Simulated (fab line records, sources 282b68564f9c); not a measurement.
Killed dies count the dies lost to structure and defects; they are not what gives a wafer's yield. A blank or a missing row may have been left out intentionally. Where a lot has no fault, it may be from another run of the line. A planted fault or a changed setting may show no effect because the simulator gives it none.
Which tool was responsible? | flow rit_cmos | 21 wafers sampled from 7 lots at 1 step of a route of 202

WHAT THE GAUGES SHOWED, per wafer
RIT_ACTIVE_BOW_MEAS_00.
lot  | measured    | on            | INCOMING_BOW (um)
L786 | day 2 01:01 | film_metro-02 | 5 -4 2
L789 | day 2 16:01 | film_metro-01 | 3 -1 7
L792 | day 3 07:01 | film_metro-04 | -4 -1 -3
L795 | day 3 22:02 | film_metro-04 | -1 -7 0
L799 | day 4 18:00 | film_metro-02 | -3 5 6
L804 | day 5 19:02 | film_metro-04 | -1 -2 -3
L806 | day 6 05:02 | film_metro-04 | -5 8 6

WHAT TOOL EACH LOT RAN ON (gives the tool, then ch and the chambers of the sampled wafers, and finally the start)
No process step before these readings appears in the record.

THE ANSWER, worked out from the rows above alone
Rule: the lots themselves supply what counts as usual. Put in order of their means at a reading, lots are off if they are a third of the lots or fewer, leave a main group of 4 or more, and stand apart from it by a gap of 3 or more times the standard deviation of the main group's means; of several such gaps the widest counts. Not used: any main group whose means are identical at the precision the tables above print for the reading. Also off: a lot with no number at a reading for which 4 or more lots have one. Where the step has rows for the other lots, those lots are counted as sound.
No lot is off on any of the readings shown, so nothing can be concluded from this.

WHAT THE SIMULATOR PUT IN
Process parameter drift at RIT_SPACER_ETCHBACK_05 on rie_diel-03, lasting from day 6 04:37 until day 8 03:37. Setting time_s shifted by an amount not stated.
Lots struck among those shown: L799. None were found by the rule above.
